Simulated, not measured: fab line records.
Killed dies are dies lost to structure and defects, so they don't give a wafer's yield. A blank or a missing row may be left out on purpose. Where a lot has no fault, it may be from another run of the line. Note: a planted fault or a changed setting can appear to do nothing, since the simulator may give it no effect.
Which of the tools did it?    flow berkeley cmos170    Sampling: 13 lots, 37 wafers, 6 of 331 route steps

## WHAT THE GAUGES SHOWED, per wafer
UCB170_PSD_CD_MEAS_06: target cd 1200 nm.
lot   measured      on         cd nm (nm)
L868  day 6 17:10   cd sem-02  1196.1 1197.9 1198.2
L866  day 6 17:17   cd sem-02  1199.9 1200.2 1200.0
L870  day 7 00:16   cd sem-02  1199.2 1198.3 1199.4
L872  day 7 15:07   cd sem-02  1199.0 1199.6 1199.9
L871  day 7 15:14   cd sem-02  1199.3 1198.0 1199.6
L877  day 8 07:08   cd sem-01  1200.6 1200.6 1200.5
L876  day 8 07:28   cd sem-01  1201.7 1201.2 1201.7
L873  day 8 07:47   cd sem-01  1200.9 1201.5 1202.3
L875  day 8 07:59   cd sem-01  1200.8 1201.4 1201.6
L881  day 9 05:51   cd sem-02  1201.1 1199.9 1199.1
L880  day 9 06:03   cd sem-01  1195.7 1196.3 1195.7
L882  day 9 17:19   cd sem-01  1199.8 1201.8 1199.5
L885  day 11 00:19  cd sem-02  1199.4

UCB170_M1_RS_MEAS_01: uses a four-point probe to measure.
lot   measured      on             M1_AL_RS (ohm/sq)
L868  day 7 03:13   film metro-02  0.0474 0.0477 0.0475
L866  day 7 02:49   film metro-03  0.0478 0.0480 0.0478
L870  day 7 11:37   film metro-02  0.0482 0.0475 0.0480
L872  day 8 00:28   film metro-02  0.0486 0.0486 0.0480
L871  day 8 06:06   film metro-03  0.0473 0.0472 0.0471
L877  day 8 18:42   film metro-02  0.0474 0.0479 0.0473
L876  day 8 18:47   film metro-03  0.0482 0.0477 0.0484
L873  day 8 19:04   film metro-02  0.0481 0.0480 0.0484
L875  day 8 19:11   film metro-03  0.0485 0.0478 0.0485
L881  day 9 15:10   film metro-03  0.0489 0.0487 0.0485
L880  day 9 16:53   film metro-01  0.0474 0.0482 0.0480
L882  day 10 02:15  film metro-02  0.0489 0.0488 0.0481
L885  day 11 16:08  film metro-03  0.0399

UCB170_M1_THK_MEAS_02: measures by xrf.
lot   measured      on             M1_AL_THK (nm)
L868  day 7 03:20   film metro-02  611 608 610
L866  day 7 02:55   film metro-03  611 607 610
L870  day 7 11:44   film metro-02  607 619 611
L872  day 8 00:35   film metro-02  598 600 607
L871  day 8 06:13   film metro-03  613 614 615
L877  day 8 18:49   film metro-02  613 608 619
L876  day 8 18:54   film metro-03  599 610 599
L873  day 8 19:11   film metro-02  607 609 604
L875  day 8 19:19   film metro-03  596 607 596
L881  day 9 15:16   film metro-03  596 596 597
L880  day 9 17:00   film metro-01  618 611 610
L882  day 10 02:22  film metro-02  595 597 604
L885  day 11 16:13  film metro-03  727

## TOOL THAT RAN EACH LOT (tool first, then ch and the chambers of the sampled wafers, then the start)
lot   UCB170_PSD_STRIP_09                  UCB170_SDANNEAL_RTA_01            UCB170_M1_SPUTTER_00
L868  plasma asher-01 ch 0,1, day 6 17:27  rtp anneal-01 ch 0, day 6 20:33   pvd sputter-02, day 7 03:08
L866  plasma asher-04 ch 0,1, day 6 17:34  rtp anneal-01 ch 0, day 6 20:50   pvd sputter-04, day 7 02:44
L870  plasma asher-01 ch 0,1, day 7 00:35  rtp anneal-02 ch 0, day 7 04:41   pvd sputter-04, day 7 11:33
L872  plasma asher-01 ch 0,1, day 7 15:25  rtp anneal-02 ch 0, day 7 18:19   pvd sputter-04, day 8 00:25
L871  plasma asher-04 ch 0,1, day 7 15:32  rtp anneal-01 ch 0, day 7 18:51   pvd sputter-02, day 8 06:02
L877  plasma asher-01 ch 0,1, day 8 07:25  rtp anneal-01 ch 0, day 8 10:54   pvd sputter-02, day 8 18:37
L876  plasma asher-04 ch 1, day 8 07:46    rtp anneal-02 ch 0, day 8 11:07   pvd sputter-03, day 8 18:43
L873  plasma asher-03 ch 0,1, day 8 08:05  rtp anneal-01 ch 0, day 8 11:34   pvd sputter-02, day 8 19:00
L875  plasma asher-01 ch 0,1, day 8 08:18  rtp anneal-02 ch 0, day 8 11:36   pvd sputter-03, day 8 19:08
L881  plasma asher-01 ch 0,1, day 9 06:09  rtp anneal-01 ch 0, day 9 09:14   pvd sputter-04, day 9 15:04
L880  plasma asher-03 ch 0,1, day 9 06:20  rtp anneal-02 ch 0, day 9 09:38   pvd sputter-03, day 9 16:49
L882  plasma asher-01 ch 0, day 9 17:38    rtp anneal-01 ch 0, day 9 20:23   pvd sputter-04, day 10 02:11
L885  plasma asher-04 ch 0, day 11 00:35   rtp anneal-02 ch 0, day 11 06:44  pvd sputter-04, day 11 16:01
- UCB170_PSD_STRIP_09: strips in O2.
- UCB170_SDANNEAL_RTA_01: time 5 s.
- UCB170_M1_SPUTTER_00: material Al, target thk 600 nm, time 80 s.

## WHAT THE TOOLS THEMSELVES READ (means of the sampled wafers that have a number; where no wafer has one, the mark that the record gives instead)
UCB170_PSD_STRIP_09.
lot   tool             drypump motor current A (A)  o2 flow sccm (sccm)  oes product au (a.u.)  strip time to endpoint s (s)
L868  plasma asher-01  5.58                         398.8                0.603                  29.39
L866  plasma asher-04  5.94                         401.4                0.599                  29.50
L870  plasma asher-01  5.57                         399.5                0.603                  29.36
L872  plasma asher-01  5.57                         400.3                0.598                  29.43
L871  plasma asher-04  6.08                         400.8                0.602                  29.40
L877  plasma asher-01  5.53                         401.0                0.596                  29.50
L876  plasma asher-04  6.19                         400.1                0.596                  29.48
L873  plasma asher-03  5.83                         401.0                0.603                  29.49
L875  plasma asher-01  5.53                         401.2                0.600                  29.36
L881  plasma asher-01  5.56                         400.2                0.607                  29.49
L880  plasma asher-03  5.91                         399.1                0.603                  29.47
L882  plasma asher-01  5.50                         400.9                0.602                  29.42
L885  plasma asher-04  5.81                         400.7                0.602                  29.38

UCB170_SDANNEAL_RTA_01.
lot   tool           lamp power pct (%)  wafer_temp_C_max
L868  rtp anneal-01  33.1                1052.8
L866  rtp anneal-01  33.1                1053.1
L870  rtp anneal-02  34.6                1053.4
L872  rtp anneal-02  34.5                1054.3
L871  rtp anneal-01  33.1                1052.9
L877  rtp anneal-01  33.1                1053.5
L876  rtp anneal-02  34.6                1054.2
L873  rtp anneal-01  33.1                1053.6
L875  rtp anneal-02  34.5                1055.5
L881  rtp anneal-01  33.1                1053.9
L880  rtp anneal-02  34.6                1054.1
L882  rtp anneal-01  33.1                1053.4
L885  rtp anneal-02  34.6                1054.7

UCB170_M1_SPUTTER_00.
lot   tool            throttle valve pct (%)
L868  pvd sputter-02  29.9
L866  pvd sputter-04  29.7
L870  pvd sputter-04  30.9
L872  pvd sputter-04  29.9
L871  pvd sputter-02  29.2
L877  pvd sputter-02  29.3
L876  pvd sputter-03  30.3
L873  pvd sputter-02  30.0
L875  pvd sputter-03  29.6
L881  pvd sputter-04  29.6
L880  pvd sputter-03  30.4
L882  pvd sputter-04  29.5
L885  pvd sputter-04  30.9

## THE ANSWER, worked out from the rows above alone
Rule: the usual values come from the lots themselves. Put in order of their means at a reading, lots are off if they are a third of the lots or fewer, leave a main group of 4 or more, and stand apart from it by a gap of 3 or more times the standard deviation of the main group's means; of several such gaps the widest counts. Not used: any main group whose means are identical at the precision the tables above print for the reading. A lot without any number at a reading at which 4 lots or more have one is off too. The other lots that the step has rows for count as sound. First the gauges in route order, then the tools' own readings, where a lot's mean is used as printed above. At the first step where some lot is off, the reading lying furthest off is the one used; lots without a number count as furthest.
Off: L885, seen at UCB170_M1_RS_MEAS_01 (M1_AL_RS). The main group has a mean of 0.0480 ohm/sq with a standard deviation of 0.00043.
If a tool, at a process step before that reading, ran all the lots that are off and no sound lot after the first of them, it fits. Those tools and the gauges at UCB170_M1_RS_MEAS_01 are tried in the same way. Can't be told from this: 4 tools fit, plasma asher-04 at UCB170_PSD_STRIP_09, rtp anneal-02 at UCB170_SDANNEAL_RTA_01, pvd sputter-04 at UCB170_M1_SPUTTER_00, film metro-03 at UCB170_M1_RS_MEAS_01.

## WHAT THE SIMULATOR PUT IN
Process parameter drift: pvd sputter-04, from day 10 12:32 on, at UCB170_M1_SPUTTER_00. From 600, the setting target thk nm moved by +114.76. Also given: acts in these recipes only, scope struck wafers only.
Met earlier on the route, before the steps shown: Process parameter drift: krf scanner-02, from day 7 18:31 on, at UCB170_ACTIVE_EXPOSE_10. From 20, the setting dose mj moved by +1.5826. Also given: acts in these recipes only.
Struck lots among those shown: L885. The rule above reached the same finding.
